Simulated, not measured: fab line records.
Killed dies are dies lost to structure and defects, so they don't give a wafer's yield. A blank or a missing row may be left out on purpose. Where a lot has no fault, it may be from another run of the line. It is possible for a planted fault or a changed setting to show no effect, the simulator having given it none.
fab line records | flow ritCmos
[record] lots = 5 | wafers = 15 | lastDay = 6
route steps=202 shown M1@189
lots with no fault: from the same line, run without faults
startH: hours from the record's first day to the start of the lot's first wafer shown | waitH: hours since the lot's step before | " same as the row above | L1.1+2: a row that stands for several wafers | - no value present, or no start provided | * or withheld: withheld | < > ~ a bound
route shown NAME@n: names a module that has steps shown in the file, with the first one's number in the route | usual: mean and standard deviation over wafers with no fault | same: alike in all rows | chamber/n: place in a boat | sites: the reading at each site | _std_site: the standard deviation of these | _edge_site: the outer-site mean with the inner-site mean subtracted | radiusMm: for every site, how far away it sits from the centre of the wafer | mask NAME#n: copy n | behind: the last tool/chamber to shape the wafer | hold: reason for holding the lot/hours on hold/outcome of the hold | device: which transistor (n, p or np) failed to switch | end of line: the tests these same wafers got at the end of their route | a step without rows: its recipe alone | killed: dies lost to structure and defects at the first sort, not the wafer's yield | map: shows each die of a wafer: x if killed, . if not, _ if none is there
set.NAME: the setting as run; set.NAME@STEP: as run at that earlier step | model.NAME: the simulator's own value behind a step, which no gauge read
lots at selected steps of the route; one table per step, one row per wafer
services: from which hour (startH, from the record's first day; less than 0 if before it) a tool's chamber was out of use, for how many hours, and why
[[steps]]
[step RIT_M1_SOFTBAKE_05]
[recipe] resist = NOVOLAK | tempC = 90 | timeS = 60
lot.wafer  | tool          | chamber | startH | waitH
L075.1+4+5 | lithoTrack-02 | 0       | 62.63  | 0.1
L079.1+2+4 | lithoTrack-01 | 0       | 83.81  | 0.1
L080.2+5+6 | lithoTrack-03 | 0       | 89.31  | 0.1
L089.3+4+5 | lithoTrack-01 | 0       | 140.73 | 0.1
L092.2+5+6 | lithoTrack-02 | 0       | 148.17 | 0.1
[step RIT_M1_EXPOSE_06]
[recipe] maskId = M12 | na = 0.6 | sourceShape = conventional | sigmaOuter = 0.5 | targetCdNm = 2600 | doseMj = 250
[usual] exposureDoseMJCm2 = 249.99/0.25 | focusOffsetNm = 0.0/0.52
[same] na = 0.6
lot.wafer | tool            | chamber | startH | waitH | mask  | exposureDoseMJCm2 | focusOffsetNm
L075.1    | ilineStepper-02 | 0       | 62.78  | 0.1   | M12#0 | 250.32            | -0.4
L075.4    | "               | 0       | "      | "     | M12#0 | 250.07            | 0.4
L075.5    | "               | 0       | "      | "     | M12#0 | 250.18            | -0.1
L079.1    | ilineStepper-02 | 0       | 84.08  | 0.2   | M12#0 | 250.10            | -0.6
L079.2    | "               | 0       | "      | "     | M12#0 | 249.93            | 0.5
L079.4    | "               | 0       | "      | "     | M12#0 | 250.16            | -0.7
L080.2    | ilineStepper-02 | 0       | 89.45  | 0.1   | M12#0 | 249.86            | 1.0
L080.5    | "               | 0       | "      | "     | M12#0 | 250.04            | 0.9
L080.6    | "               | 0       | "      | "     | M12#0 | 249.94            | 0.1
L089.3    | ilineStepper-02 | 0       | 140.99 | 0.2   | M12#0 | 250.02            | -1.1
L089.4    | "               | 0       | "      | "     | M12#0 | 249.76            | 0.7
L089.5    | "               | 0       | "      | "     | M12#0 | 249.88            | -0.6
L092.2    | ilineStepper-01 | 0       | 148.31 | 0.1   | M12#0 | 249.91            | -0.4
L092.5    | "               | 0       | "      | "     | M12#0 | 249.88            | -0.5
L092.6    | "               | 0       | "      | "     | M12#0 | 250.13            | 0.1
[step RIT_M1_PEB_07]
[recipe] resist = NOVOLAK | tempC = withheld | timeS = withheld
lot.wafer  | tool          | chamber | startH | waitH
L075.1+4+5 | lithoTrack-02 | 0       | 62.89  | 0.1
L079.1+2+4 | lithoTrack-01 | 0       | 84.20  | 0.1
L080.2+5+6 | lithoTrack-02 | 0       | 89.57  | 0.1
L089.3+4+5 | lithoTrack-01 | 0       | 141.25 | 0.2
L092.2+5+6 | lithoTrack-01 | 0       | 148.44 | 0.1
[step RIT_M1_DEVELOP_08]
[recipe] resist = NOVOLAK | developTimeS = 68 | devTempC = 23
lot.wafer  | tool          | chamber | startH | waitH
L075.1+4+5 | lithoTrack-02 | 0       | -      | -
L079.1+2+4 | lithoTrack-01 | 0       | -      | -
L080.2+5+6 | lithoTrack-02 | 0       | -      | -
L089.3+4+5 | lithoTrack-01 | 0       | -      | -
L092.2+5+6 | lithoTrack-01 | 0       | -      | -
[step RIT_M1_CD_MEAS_09]
[recipe] targetCdNm = 2600
[usual] cdNm = 2600.0/2.4
lot.wafer | tool     | chamber | startH | waitH | cdNm
L075.1    | cdSem-01 | -       | 63.21  | -     | 2600.6
L075.4    | "        | -       | "      | "     | 2598.8
L075.5    | "        | -       | "      | "     | 2599.2
L079.1    | cdSem-02 | -       | 84.51  | -     | 2597.8
L079.2    | "        | -       | "      | "     | 2598.5
L079.4    | "        | -       | "      | "     | 2596.9
L080.2    | cdSem-01 | -       | 89.88  | -     | 2600.8
L080.5    | "        | -       | "      | "     | 2598.9
L080.6    | "        | -       | "      | "     | 2600.3
L089.3    | cdSem-01 | -       | 141.55 | -     | 2599.2
L089.4    | "        | -       | "      | "     | 2597.8
L089.5    | "        | -       | "      | "     | 2599.2
L092.2    | cdSem-01 | -       | 148.74 | -     | 2598.2
L092.5    | "        | -       | "      | "     | 2597.9
L092.6    | "        | -       | "      | "     | 2595.2
[step RIT_M1_OVL_MEAS_10]
[usual] M1_OVL = -1.0/1.5
lot.wafer | tool       | chamber | startH | waitH | M1_OVL[nm]
L075.1    | overlay-02 | -       | 63.33  | 0.1   | -3.3
L075.4    | "          | -       | "      | "     | -3.8
L075.5    | "          | -       | "      | "     | -2.8
L079.1    | overlay-02 | -       | 84.63  | 0.1   | -0.2
L079.2    | "          | -       | "      | "     | -1.2
L079.4    | "          | -       | "      | "     | -2.9
L080.2    | overlay-02 | -       | 89.99  | 0.1   | -0.6
L080.5    | "          | -       | "      | "     | -1.9
L080.6    | "          | -       | "      | "     | -1.3
L089.3    | overlay-02 | -       | 141.64 | 0.1   | -1.0
L089.4    | "          | -       | "      | "     | 1.0
L089.5    | "          | -       | "      | "     | 0.1
L092.2    | overlay-01 | -       | 148.85 | 0.1   | -2.0
L092.5    | "          | -       | "      | "     | -1.5
L092.6    | "          | -       | "      | "     | -1.9
[step RIT_M1_HARDBAKE_11]
[recipe] resist = NOVOLAK | tempC = 140 | timeS = 120
lot.wafer  | tool          | chamber | startH | waitH
L075.1+4+5 | lithoTrack-02 | 0       | 63.36  | 0.0
L079.1+2+4 | lithoTrack-02 | 0       | 84.67  | 0.0
L080.2+5+6 | lithoTrack-02 | 0       | 90.06  | 0.1
L089.3+4+5 | lithoTrack-02 | 0       | 141.82 | 0.2
L092.2+5+6 | lithoTrack-01 | 0       | 148.92 | 0.1
[step RIT_M1_METAL_ETCH_12]
[recipe] stopOn = SiO2 | chemistry = Cl2/BCl3 | target = Al | timeS = 168.9 | overEtchFrac = 0.5 | pressureMtorr = 100 | targetDepthA = 6000 | rfW = 250 | Cl2_flow_sccm = 60 | bcl3FlowSccm = 50
[usual] bcl3FlowSccm = 50.00/0.16 | drypumpMotorCurrentA = 5.4/0.31 | oesProductAu = 0.769/0.013 | throttleValvePct = 8.34/0.059
lot.wafer | tool        | chamber | startH | waitH | bcl3FlowSccm | drypumpMotorCurrentA | oesProductAu | rfHoursCounterH | throttleValvePct
L075.1    | rieMetal-02 | 1       | 63.61  | 0.2   | 49.87        | 5.4                  | 0.786        | 0               | 8.34
L075.4    | "           | 0       | "      | "     | 50.03        | 5.0                  | 0.780        | -               | 8.28
L075.5    | "           | 0       | "      | "     | 50.23        | 5.0                  | 0.782        | -               | 8.26
L079.1    | rieMetal-04 | 1       | 84.92  | 0.2   | 49.65        | 6.0                  | 0.774        | 35              | 8.40
L079.2    | "           | 0       | "      | "     | 50.14        | 5.7                  | 0.778        | 33              | 8.41
L079.4    | "           | 0       | "      | "     | 50.08        | 5.7                  | 0.779        | -               | 8.42
L080.2    | rieMetal-01 | 0       | 90.27  | 0.2   | 49.89        | 5.2                  | 0.764        | 4               | 8.27
L080.5    | "           | 1       | "      | "     | 49.91        | 5.4                  | 0.757        | -               | 8.36
L080.6    | "           | 0       | "      | "     | 49.80        | 5.2                  | 0.753        | -               | 8.26
L089.3    | rieMetal-02 | 1       | 142.09 | 0.2   | 50.09        | 5.3                  | 0.781        | -               | 8.34
L089.4    | "           | 1       | "      | "     | 49.97        | 5.3                  | 0.767        | -               | 8.35
L089.5    | "           | 1       | "      | "     | 49.84        | 5.3                  | 0.770        | -               | 8.33
L092.2    | rieMetal-01 | 1       | 149.13 | 0.2   | 49.76        | 5.3                  | 0.758        | 5               | 8.35
L092.5    | "           | 0       | "      | "     | 50.21        | 5.2                  | 0.758        | -               | 8.27
L092.6    | "           | 1       | "      | "     | 49.76        | 5.3                  | 0.758        | -               | 8.36
[step RIT_M1_STRIP_13]
[recipe] chemistry = nmp | resist = NOVOLAK | tempC = 80 | timeS = 600 | dry = n2Spin
[usual] tempC = 80.01/0.12
lot.wafer | tool        | chamber | startH | waitH | tempC
L075.1    | wetBench-04 | 3       | 63.77  | 0.1   | 79.85
L075.4    | "           | 3       | "      | "     | 79.98
L075.5    | "           | 3       | "      | "     | 79.88
L079.1    | wetBench-04 | 2       | 85.08  | 0.1   | 80.13
L079.2    | "           | 2       | "      | "     | 80.23
L079.4    | "           | 2       | "      | "     | 80.30
L080.2    | wetBench-04 | 1       | 90.43  | 0.1   | 79.77
L080.5    | "           | 1       | "      | "     | 79.81
L080.6    | "           | 1       | "      | "     | 79.76
L089.3    | wetBench-03 | 0       | 142.31 | 0.2   | 80.22
L089.4    | "           | 0       | "      | "     | 80.02
L089.5    | "           | 0       | "      | "     | 80.13
L092.2    | wetBench-03 | 1       | 149.29 | 0.1   | 80.07
L092.5    | "           | 1       | "      | "     | 79.92
L092.6    | "           | 1       | "      | "     | 79.99
[step RIT_M1_STRIP_14]
[recipe] chemistry = O2 | timeS = 180 | platenTempC = withheld | powerW = 500 | pressureMtorr = 4000 | o2FlowSccm = 4000
[usual] drypumpMotorCurrentA = 5.89/0.28
lot.wafer | tool           | chamber | startH | waitH | drypumpMotorCurrentA | rfHoursCounterH
L075.1    | plasmaAsher-03 | 0       | 63.95  | 0.0   | 6.15                 | 39
L075.4    | "              | 1       | "      | "     | 6.07                 | -
L075.5    | "              | 0       | "      | "     | 6.14                 | -
L079.1    | plasmaAsher-03 | 0       | 85.25  | 0.0   | 6.17                 | 41
L079.2    | "              | 1       | "      | "     | 6.05                 | 41
L079.4    | "              | 1       | "      | "     | 6.07                 | -
L080.2    | plasmaAsher-02 | 0       | 90.61  | 0.0   | 5.63                 | 32
L080.5    | "              | 0       | "      | "     | 5.60                 | -
L080.6    | "              | 1       | "      | "     | 5.66                 | -
L089.3    | plasmaAsher-04 | 0       | 142.56 | 0.1   | 6.07                 | -
L089.4    | "              | 1       | "      | "     | 5.32                 | -
L089.5    | "              | 1       | "      | "     | 5.30                 | -
L092.2    | plasmaAsher-03 | 1       | 149.47 | 0.0   | 6.05                 | 50
L092.5    | "              | 1       | "      | "     | 6.10                 | -
L092.6    | "              | 0       | "      | "     | 6.14                 | -
[step RIT_M1_CD_MEAS_90]
[recipe] targetCdNm = 2600
[usual] cdNm = 2600.0/2.7
lot.wafer | tool     | chamber | startH | waitH | cdNm
L075.1    | cdSem-02 | -       | 64.12  | 0.1   | 2604.0
L075.4    | "        | -       | "      | "     | 2599.1
L075.5    | "        | -       | "      | "     | 2599.5
L079.1    | cdSem-02 | -       | 85.43  | 0.1   | 2596.3
L079.2    | "        | -       | "      | "     | 2597.0
L079.4    | "        | -       | "      | "     | 2596.1
L080.2    | cdSem-01 | -       | 90.80  | 0.1   | 2601.1
L080.5    | "        | -       | "      | "     | 2597.1
L080.6    | "        | -       | "      | "     | 2600.5
L089.3    | cdSem-01 | -       | 142.71 | 0.1   | 2600.4
L089.4    | "        | -       | "      | "     | 2599.6
L089.5    | "        | -       | "      | "     | 2601.1
L092.2    | cdSem-02 | -       | 149.66 | 0.1   | 2597.2
L092.5    | "        | -       | "      | "     | 2596.6
L092.6    | "        | -       | "      | "     | 2592.7
[step RIT_M1_ANNEAL_15]
[recipe] tempC = 450 | timeS = 1842 | ambient = forming_gas_H2N2
lot.wafer  | tool       | chamber | startH | waitH
L075.1+4+5 | furnace-02 | 0       | 64.24  | 0.1
L079.1+2+4 | furnace-02 | 0       | 85.55  | 0.1
L080.2+5+6 | furnace-02 | 0       | 90.90  | 0.1
L089.3+4+5 | furnace-02 | 0       | 142.79 | 0.1
L092.2+5+6 | furnace-02 | 0       | 149.76 | 0.1
[step RIT_M1_BOW_MEAS_16]
[recipe] mode = bow
[usual] M1_BOW = 17/6.1
lot.wafer | tool         | chamber | startH | waitH | M1_BOW[um]
L075.1    | filmMetro-04 | -       | 65.74  | 0.0   | 18
L075.4    | "            | -       | "      | "     | 16
L075.5    | "            | -       | "      | "     | 21
L079.1    | filmMetro-01 | -       | 87.05  | 0.0   | 19
L079.2    | "            | -       | "      | "     | 21
L079.4    | "            | -       | "      | "     | 7
L080.2    | filmMetro-04 | -       | 92.42  | 0.0   | 23
L080.5    | "            | -       | "      | "     | 28
L080.6    | "            | -       | "      | "     | 8
L089.3    | filmMetro-03 | -       | 144.33 | 0.0   | 8
L089.4    | "            | -       | "      | "     | 13
L089.5    | "            | -       | "      | "     | 17
L092.2    | filmMetro-04 | -       | 151.28 | 0.0   | 11
L092.5    | "            | -       | "      | "     | 18
L092.6    | "            | -       | "      | "     | 3
[step RIT_M1_PROBE_99]
[usual] defectLimitedYield = 97.2/1.3 | killed_at_M0_to_M3 = 0.0/0.25 | killedAtFrontEnd = 7/3.4 | killedDies = 7/3.4 | killedOpen = 3.7/2.2 | killedShort = 3.6/2.2 | sort_bin_3_pad_short = 0.2/0.24 | sort_bin_5_function = 1.6/0.94 | sort_bin_6_memory = 1.1/0.72 | sortNPass = 257/3.4 | sortYieldPct = 97.2/1.3
[same] grossDies = 264 | killed_at_M4_up = 0 | killedAtBackSide = 0 | killedAtContacts = 0 | killedAtOther = 0
lot.wafer | tool      | chamber | startH | waitH | defectLimitedYield[%] | killed_at_M0_to_M3 | killedAtFrontEnd | killedDies | killedOpen | killedShort | sort_bin_3_pad_short[%] | sort_bin_5_function[%] | sort_bin_6_memory[%] | sortNPass | sortYieldPct[%]
L075.1    | prober-01 | -       | 65.86  | 0.1   | 98.5                  | 0                  | 4                | 4          | 1          | 3           | 0                       | 0.8                    | 0.8                  | 260       | 98.5
L075.4    | prober-01 | -       | 66.01  | 0.2   | 97.3                  | 0                  | 7                | 7          | 3          | 4           | 0                       | 2.7                    | 0                    | 257       | 97.3
L075.5    | prober-01 | -       | 66.06  | 0.2   | 97.3                  | 0                  | 7                | 7          | 6          | 1           | 0                       | 0.4                    | 2.3                  | 257       | 97.3
L079.1    | prober-01 | -       | 87.17  | 0.1   | 98.5                  | 0                  | 4                | 4          | 4          | 0           | 0                       | 0.4                    | 1.1                  | 260       | 98.5
L079.2    | prober-01 | -       | 87.22  | 0.1   | 97.7                  | 0                  | 6                | 6          | 4          | 2           | 0.4                     | 1.1                    | 0.8                  | 258       | 97.7
L079.4    | prober-01 | -       | 87.32  | 0.2   | 99.6                  | 0                  | 1                | 1          | 1          | 0           | 0                       | 0.4                    | 0                    | 263       | 99.6
L080.2    | prober-02 | -       | 92.57  | 0.1   | 97.3                  | 0                  | 7                | 7          | 3          | 4           | 0.4                     | 0.8                    | 1.5                  | 257       | 97.3
L080.5    | prober-02 | -       | 92.72  | 0.2   | 97.0                  | 0                  | 8                | 8          | 2          | 6           | 0.4                     | 2.3                    | 0.4                  | 256       | 97.0
L080.6    | prober-02 | -       | 92.77  | 0.2   | 96.6                  | 0                  | 9                | 9          | 5          | 4           | 0.4                     | 1.9                    | 1.1                  | 255       | 96.6
// killed by level:class
L075.1 FOX1:geometricParticle:short=1 GATE:geometricParticle:short=1 SILICIDE:geometricParticle:open=1 SILICIDE:geometricParticle:short=1
L075.4 REOX:geometricParticle:short=2 FOX1:geometricParticle:open=1 FOX1:geometricParticle:short=1 FOX2:geometricParticle:open=1 GATE:geometricParticle:short=1 REOX:geometricParticle:open=1
L075.5 GATE:geometricParticle:open=3 FOX1:geometricParticle:open=2 SILICIDE:geometricParticle:open=1 SILICIDE:geometricParticle:short=1
L079.1 GATE:geometricParticle:open=2 FOX1:geometricParticle:open=1 REOX:geometricParticle:open=1
L079.2 FOX1:geometricParticle:open=1 FOX1:geometricParticle:short=1 SILICIDE:geometricParticle:open=1 FOX2:geometricParticle:open=1 GATE:geometricParticle:open=1 GATE:geometricParticle:short=1
L079.4 FOX1:geometricParticle:open=1
L080.2 FOX1:geometricParticle:open=1 FOX2:geometricParticle:short=1 GATE:geometricParticle:short=1 REOX:geometricParticle:short=1 REOX:geometricParticle:open=1 SILICIDE:geometricParticle:short=1 SILICIDE:geometricParticle:open=1
L080.5 GATE:geometricParticle:short=3 REOX:geometricParticle:short=2 FOX1:geometricParticle:open=1 GATE:geometricParticle:open=1 SPACER:geometricParticle:short=1
L080.6 GATE:geometricParticle:open=5 GATE:geometricParticle:short=2 SILICIDE:geometricParticle:short=2
[[services]]
tool            | chamber | startH | hours | kind
ilineStepper-02 | -       | 44.25  | 6.6   | repair
rieMetal-01     | -       | 79.45  | 0.4   | repair
plasmaAsher-02  | -       | 104.47 | 14.6  | pm
rieMetal-01     | 1       | 104.70 | 10.8  | repair
ilineStepper-02 | -       | 106.89 | 30.5  | repair
plasmaAsher-04  | -       | 108.84 | 9.0   | pm
plasmaAsher-04  | 0       | 108.84 | 9.0   | ventCycle
plasmaAsher-04  | 1       | 108.84 | 9.0   | ventCycle
ilineStepper-02 | 0       | 114.04 | -     | calibration
plasmaAsher-04  | 0       | 117.84 | -     | clean
plasmaAsher-04  | 1       | 117.84 | -     | clean
ilineStepper-01 | 0       | 131.76 | -     | calibration
rieMetal-02     | 0       | 132.34 | 10.1  | repair
rieMetal-04     | -       | 136.12 | 20.0  | pm
rieMetal-04     | 0       | 136.12 | 20.0  | ventCycle
rieMetal-04     | 1       | 136.12 | 20.0  | ventCycle
ilineStepper-01 | -       | 137.47 | 8.9   | pm
[[key]]
fault none
